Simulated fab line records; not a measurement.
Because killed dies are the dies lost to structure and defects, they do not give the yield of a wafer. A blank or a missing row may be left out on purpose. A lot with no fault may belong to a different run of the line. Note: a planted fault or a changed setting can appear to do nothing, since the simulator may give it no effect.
Struck lot and sound lot, side by side + flow berkeleyCmos170 + 44 steps out of a route of 331
Sound: these wafers, L887.1, L887.2, L887.4. The struck wafers were L879.4, L879.5, L879.6. Last of all comes the cause.
At each step with rows: each side's tool, then ch and its chambers, then its first start. Under that, the readings that differ: sound wafers + struck wafers + difference of the means + sigmas: that difference in standard deviations of wafers without a fault.
alike: words and numbers the same on both sides, and readings whose means are apart by under 2 such deviations; not compared: readings that were withheld, readings missing a value for some wafer, numbers with overlapping values and no deviation given by the record, and bounds like >300 which may hide the same value.
A row with sigmas, a row that says differs or no value, or rows on one side alone: a step with any of these is where the two part. When numbers do not overlap yet have no deviation, they are printed without sigmas and do not part them. Lack of a reading on every wafer of one side parts them only where that side has two or more wafers.

UCB170_GATE_ETCH_15: etches poly-Si in HBr/Cl2, stops on SiO2, time 56.3 s, target depth 278.2 nm.
  sound on rieSi-02 ch 0,2,3, day 12 11:10; struck on rieSi-01 ch 0,1,2, day 9 14:52
  alike: HBr_flow_sccm, biasW, chamberPressureMTorr, drypumpMotorCurrentA, heBacksideLeakSccm, mfcCl2Sccm, oesProductAu, throttleValvePct
  not compared: rfHoursCounterH
UCB170_GATE_STRIP_16: strips in O2.
  sound on plasmaAsher-02 ch 0,1, day 12 11:13; struck on plasmaAsher-01 ch 0,1, day 9 14:56
  alike: chamberPressureMTorr, drypumpMotorCurrentA, oesProductAu
  not compared: rfHoursCounterH
UCB170_GATE_CD_MEAS_90: target cd 350 nm.
  struck on cdSem-02, day 9 15:04; sound on cdSem-01, day 12 11:19
  alike: cdNm
then, 7 steps without rows for these wafers: UCB170_GATE_CLEAN_17 (cleans in SPM, time 600 s); UCB170_PLDD_HMDS_00 (prime time 60 s); UCB170_PLDD_COAT_01 (resist thk 900 nm); UCB170_PLDD_SOFTBAKE_02 (time 60 s); UCB170_PLDD_EXPOSE_03 (exposes mask PSELECT, target cd 1200 nm); UCB170_PLDD_PEB_04; UCB170_PLDD_DEVELOP_05 (develop time 45 s).
UCB170_PLDD_CD_MEAS_06: target cd 1200 nm.
  struck on cdSem-02, day 9 16:43; sound on cdSem-02, day 12 12:34
  alike: cdNm
UCB170_PLDD_OVL_MEAS_07:
  struck on overlay-01, day 9 16:48; sound on overlay-02, day 12 12:41
  alike: PLDD_OVL
UCB170_PLDD_IMPLANT_08:
  sound on implanter-04 ch 0, day 12 12:44; struck on implanter-04 ch 0, day 9 16:53
| reading          | sound          | struck      | difference | sigmas |
|------------------|----------------|-------------|------------|--------|
| beamOnS (s)      | 10.1 10.1 10.0 | 7.7 8.2 8.1 | -2.1       | -6     |
| faradayCurrentUA | 157 156 159    | 204 194 197 | +41        | +8     |
following that, these wafers have no rows for 1 step: UCB170_PLDD_IMPLANT_09.
UCB170_PLDD_STRIP_10: strips in O2.
  sound on plasmaAsher-03 ch 0,1, day 12 13:02; struck on plasmaAsher-02 ch 0,1, day 9 17:09
  alike: chamberPressureMTorr, drypumpMotorCurrentA, oesProductAu, stripTimeToEndpointS
  not compared: rfHoursCounterH
UCB170_PLDD_TW_MEAS_11:
  struck on filmMetro-03, day 9 17:14; sound on filmMetro-04, day 12 13:08
  alike: PLDD_TW
then, 7 steps without rows for these wafers: UCB170_PLDD_CLEAN_12 (cleans in SPM, time 600 s); UCB170_NLDD_HMDS_00 (prime time 60 s); UCB170_NLDD_COAT_01 (resist thk 900 nm); UCB170_NLDD_SOFTBAKE_02 (time 60 s); UCB170_NLDD_EXPOSE_03 (exposes mask NSELECT, target cd 1200 nm); UCB170_NLDD_PEB_04; UCB170_NLDD_DEVELOP_05 (develop time 45 s).
UCB170_NLDD_CD_MEAS_06: target cd 1200 nm.
  struck on cdSem-02, day 9 19:48; sound on cdSem-02, day 12 14:20
  alike: cdNm
UCB170_NLDD_OVL_MEAS_07:
  struck on overlay-01, day 9 19:53; sound on overlay-01, day 12 14:28
  alike: NLDD_OVL
then, 3 steps without rows for these wafers: UCB170_NLDD_IMPLANT_08; UCB170_NLDD_IMPLANT_09; UCB170_NLDD_STRIP_10 (strips in O2).
UCB170_NLDD_TW_MEAS_11:
  struck on filmMetro-04, day 9 20:20; sound on filmMetro-02, day 12 14:54
  alike: NLDD_TW
then, 1 step without rows for these wafers: UCB170_NLDD_CLEAN_12 (cleans in SPM, time 600 s).
UCB170_SPACER_CVD_00: deposits SiO2 from TEOS/O2, target thk 376 nm, time 47 s.
  sound on pecvd-02 ch 1,2, day 12 15:08; struck on pecvd-01 ch 0,1,2, day 9 20:33
  alike: heaterPowerW, pressureMtorr, susceptorTempC
UCB170_SPACER_THK_MEAS_01:
  struck on filmMetro-01, day 9 20:37; sound on filmMetro-03, day 12 15:10
  alike: SPACER_TEOS_THK
then, 1 step without rows for these wafers: UCB170_SPACER_ANNEAL_02 (time 1800 s).
UCB170_SPACER_ETCHBACK_03: etches SiO2 in CHF3/CF4/Ar, stops on Si, target depth 376 nm, time 100 s.
  sound on rieDiel-01 ch 1,2,3, day 12 22:35; struck on rieDiel-03 ch 0,1, day 10 02:43
  alike: chamberPressureMTorr, drypumpMotorCurrentA, oesProductAu, throttleValvePct
  not compared: rfHoursCounterH
then, 6 steps without rows for these wafers: UCB170_PSD_HMDS_00 (prime time 60 s); UCB170_PSD_COAT_01 (resist thk 900 nm); UCB170_PSD_SOFTBAKE_02 (time 60 s); UCB170_PSD_EXPOSE_03 (exposes mask PSELECT MOD, target cd 1200 nm); UCB170_PSD_PEB_04; UCB170_PSD_DEVELOP_05 (develop time 45 s).
UCB170_PSD_CD_MEAS_06: target cd 1200 nm.
  struck on cdSem-01, day 10 04:55; sound on cdSem-02, day 12 23:45
| reading   | sound                | struck               | difference | sigmas |
|-----------|----------------------|----------------------|------------|--------|
| cdNm (nm) | 1197.4 1198.7 1199.1 | 1201.4 1202.2 1202.1 | +3.5       | +3     |
UCB170_PSD_OVL_MEAS_07:
  struck on overlay-01, day 10 04:59; sound on overlay-01, day 12 23:52
| reading      | sound  | struck  | difference | sigmas |
|--------------|--------|---------|------------|--------|
| PSD_OVL (nm) | 6 10 8 | -4 -4 1 | -10        | -2     |
UCB170_SDANNEAL_RS_MEAS_04: measurement is done with a four-point probe.
  struck on filmMetro-02, day 10 09:50; sound on filmMetro-03, day 13 09:55
| reading          | sound                | struck               | difference | sigmas |
|------------------|----------------------|----------------------|------------|--------|
| PLDD_RS (ohm/sq) | 1031.8 1032.4 1032.3 | 1118.6 1122.2 1122.1 | +88.8      | +34    |
UCB170_M3_PROBE_99:
  struck on prober-01, day 11 12:08; sound on prober-02, day 14 10:07
| reading                    | sound          | struck         | difference | sigmas |
|----------------------------|----------------|----------------|------------|--------|
| model.etest.pldd.lineOhmUm | 1735 1834 1832 | 1958 1995 1941 | +164       |        |
| model.etest.pldd.rsOhmSq   | 1056 1102 1122 | 1213 1213 1225 | +124       |        |
  not compared: model.etest.pmos_0p35.isubLog10AUm

## WHERE THEY PART
First at UCB170_PLDD_IMPLANT_08; last, within this record, at UCB170_SDANNEAL_RS_MEAS_04.

WHY: what had been put in by the simulator
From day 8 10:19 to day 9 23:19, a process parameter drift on implanter-04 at UCB170_PLDD_IMPLANT_08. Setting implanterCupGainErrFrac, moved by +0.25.
